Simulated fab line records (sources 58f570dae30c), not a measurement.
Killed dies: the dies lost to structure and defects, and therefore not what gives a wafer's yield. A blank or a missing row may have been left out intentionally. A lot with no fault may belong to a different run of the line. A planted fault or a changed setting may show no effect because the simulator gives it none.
Which tool did it? :: flow berkeleyCmos170 :: 7 lots, 21 wafers sampled, at 2 steps of a route of 331

## WHAT THE GAUGES READ, wafer by wafer
UCB170_PWELL_TW_MEAS_17.
lot: L849
measured: day 4 03:29
on: filmMetro-04
PWELL_TW: 373.4 374.8 374.9

lot: L852
measured: day 4 14:03
on: filmMetro-04
PWELL_TW: 373.6 376.0 377.2

lot: L857
measured: day 5 09:12
on: filmMetro-03
PWELL_TW: 377.5 377.6 377.2

lot: L862
measured: day 6 13:48
on: filmMetro-03
PWELL_TW: 376.0 376.0 376.8

lot: L865
measured: day 7 13:43
on: filmMetro-01
PWELL_TW: 378.2 377.0 375.5

lot: L868
measured: day 7 14:28
on: filmMetro-04
PWELL_TW: 375.0 376.5 375.7

lot: L870
measured: day 8 06:07
on: filmMetro-01
PWELL_TW: 376.4 377.2 376.8

## WHAT TOOL EACH LOT RAN ON (gives the tool, then ch and the chambers of the sampled wafers, and finally the start)
lot: L849
UCB170_PWELL_IMPLANT_15: implanter-02 ch 0, day 4 03:14

lot: L852
UCB170_PWELL_IMPLANT_15: implanter-04 ch 0, day 4 13:49

lot: L857
UCB170_PWELL_IMPLANT_15: implanter-04 ch 0, day 5 08:58

lot: L862
UCB170_PWELL_IMPLANT_15: implanter-02 ch 0, day 6 13:33

lot: L865
UCB170_PWELL_IMPLANT_15: implanter-02 ch 0, day 7 13:30

lot: L868
UCB170_PWELL_IMPLANT_15: implanter-02 ch 0, day 7 14:14

lot: L870
UCB170_PWELL_IMPLANT_15: implanter-04 ch 0, day 8 05:52
- UCB170_PWELL_IMPLANT_15

## THE ANSWER, worked out from the rows above alone
Rule: the lots themselves supply what counts as usual. Put in order of their means at a reading, lots are off if they are a third of the lots or fewer, leave a main group of 4 or more, and stand apart from it by a gap of 3 or more times the standard deviation of the main group's means; of several such gaps the widest counts. If all means in a main group match to the digits the tables above print for the reading, that group is not used. Also off: a lot with no number at a reading for which 4 or more lots have one. All remaining lots with rows at the step are treated as sound.
No lot is off on any of the readings shown, so nothing can be concluded from this.

## WHAT WAS PUT IN BY THE SIMULATOR
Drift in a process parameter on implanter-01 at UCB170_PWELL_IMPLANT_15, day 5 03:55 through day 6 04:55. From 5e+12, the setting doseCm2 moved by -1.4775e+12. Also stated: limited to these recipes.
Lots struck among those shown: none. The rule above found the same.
